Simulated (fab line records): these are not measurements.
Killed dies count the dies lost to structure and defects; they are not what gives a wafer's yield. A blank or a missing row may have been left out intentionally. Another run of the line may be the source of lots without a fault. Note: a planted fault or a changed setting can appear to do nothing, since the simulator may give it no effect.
2 desks, one fault :: flow rit-cmos :: each desk has only its own numbers; what lay behind them comes last

FOR THE TOOL OWNER'S DESK: furnace-01
The tool's own readings at RIT_ACTIVE_OXIDATION_01 (target thk 46.8 nm, ox time 3360 s): means of the sampled wafers that have a number, for each lot that ran on this tool. If a lot's mean is further than 4 standard deviations from the usual mean, the lot is out of limits and carries the mark OUT (the distance appears in the brackets).
Columns: A = spike-tc-centre-C at RIT_ACTIVE_OXIDATION_01, usual 1003.0 C; B = spike-tc-load-C at RIT_ACTIVE_OXIDATION_01, usual 1024 C; C = spike-tc-source-C at RIT_ACTIVE_OXIDATION_01, usual 1025 C; D = tube-center-temp-C at RIT_ACTIVE_OXIDATION_01, usual 1000 C; E = tube_center_temp_C_max at RIT_ACTIVE_OXIDATION_01, usual 1002.5
lot: L145
first seen here: day 1 20:44
A: 1002.5
B: 1022
C: 1028
D: 1000
E: 1002.5

lot: L147
first seen here: day 2 07:27
A: 1003.2
B: 1019
C: 1027
D: 1000
E: 1002.2

lot: L148
first seen here: day 2 11:07
A: 1001.6
B: 1021
C: 1027
D: 1000
E: 1002.4

lot: L149
first seen here: day 2 16:07
A: 1001.9
B: 1020
C: 1029
D: 1000
E: 1002.3

lot: L151
first seen here: day 3 02:07
A: 1001.8
B: 1020
C: 1026
D: 1000
E: 1002.2

lot: L152
first seen here: day 3 08:01
A: 991.1 (-9.9) OUT
B: 1008 (-4.4) OUT
C: 1016
D: 988 (-99 or more) OUT
E: 990.6 (-31) OUT

lot: L154
first seen here: day 3 19:49
A: 989.8 (-11) OUT
B: 1008 (-4.3) OUT
C: 1016
D: 988 (-99 or more) OUT
E: 990.9 (-30) OUT

lot: L157
first seen here: day 4 09:08
A: 991.1 (-9.9) OUT
B: 1007 (-4.5) OUT
C: 1015
D: 988 (-99 or more) OUT
E: 990.3 (-32) OUT
Finding of this desk: L152, L154, L157 out of limits; the first was L152 at day 3 08:01, on spike-tc-centre-C at RIT_ACTIVE_OXIDATION_01. L145, L147, L148, L149, L151 stayed within limits.

AT THE METROLOGY DESK
Means of the sampled wafers that have a number, per lot and without regard to the tool the lot ran on: this is what the gauges read. If a lot's mean is further than 4 standard deviations from the usual mean, the lot is out of limits and carries the mark OUT (the distance appears in the brackets).
Columns: A = ACTIVE_OXIDE_THK at RIT_ACTIVE_THK_MEAS_02, usual 46.6 nm; B = ACTIVE_NITRIDE_THK at RIT_ACTIVE_THK_MEAS_04, usual 150.0 nm; C = FOX1_OXIDE_THK at RIT_FOX1_THK_MEAS_01, usual 348 nm; D = NRETRO_OVL at RIT_NRETRO_OVL_MEAS_06, usual 1.3 nm
lot: L143
first seen here: day 1 14:24
A: 46.0
B: 149.7
C: 357
D: 0.7

lot: L145
first seen here: day 1 22:40
A: 46.5
B: 148.4
C: 347
D: 1.5

lot: L146
first seen here: day 2 03:25
A: 46.3
B: 149.9
C: 354
D: 1.1

lot: L147
first seen here: day 2 09:23
A: 46.4
B: 151.1
C: 355
D: 1.9

lot: L148
first seen here: day 2 13:03
A: 47.6
B: 151.7
C: 341
D: 2.4

lot: L149
first seen here: day 2 18:03
A: 47.2
B: 148.9
C: 352
D: 2.0

lot: L151
first seen here: day 3 04:03
A: 47.9
B: 149.3
C: 338
D: 2.3

lot: L152
first seen here: day 3 09:56
A: 41.2 (-6.8) OUT
B: 152.0
C: 353
D: 0.5

lot: L154
first seen here: day 3 21:47
A: 40.8 (-7.2) OUT
B: 150.5
C: 350
D: 2.3

lot: L157
first seen here: day 4 11:04
A: 41.5 (-6.4) OUT
B: 148.8
C: 340
D: -0.4

lot: L159
first seen here: day 4 20:53
A: 46.2
B: 147.8
C: 339
D: 0.5

lot: L161
first seen here: day 5 06:17
A: 44.9
B: 150.0
C: 334
D: 0.7

lot: L164
first seen here: day 5 21:39
A: 46.0
B: 148.9
C: 356
D: 1.0

lot: L165
first seen here: day 6 02:04
A: 47.3
B: 151.2
C: 361
D: 0.5

lot: L166
first seen here: day 6 08:44
A: 46.1
B: 150.2
C: 346
D: 0.8
This desk finds L152, L154, L157 out of limits, with the earliest case on L152 at day 3 09:56 (ACTIVE_OXIDE_THK at RIT_ACTIVE_THK_MEAS_02). L143, L145, L146, L147, L148, L149, L151, L159, L161, L164, L165, L166 stayed within limits.

BROUGHT TOGETHER
The tool owner's desk had the chance to raise an alarm at day 3 08:01 on L152, L154, L157.
Metrology desk: alarm possible at day 3 09:56 on L152, L154, L157.
RIT_ACTIVE_OXIDATION_01 was run on furnace-01 by each of the lots named.

WHAT THE SIMULATOR HAD INSERTED
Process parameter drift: furnace-01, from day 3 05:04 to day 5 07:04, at RIT_ACTIVE_OXIDATION_01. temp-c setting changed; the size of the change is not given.
Struck lots among those shown: L152, L154, L157.
Counting hours from when the fault started, the first reading out of limits came at 3 for the tool owner's desk and at 5 for the metrology desk.
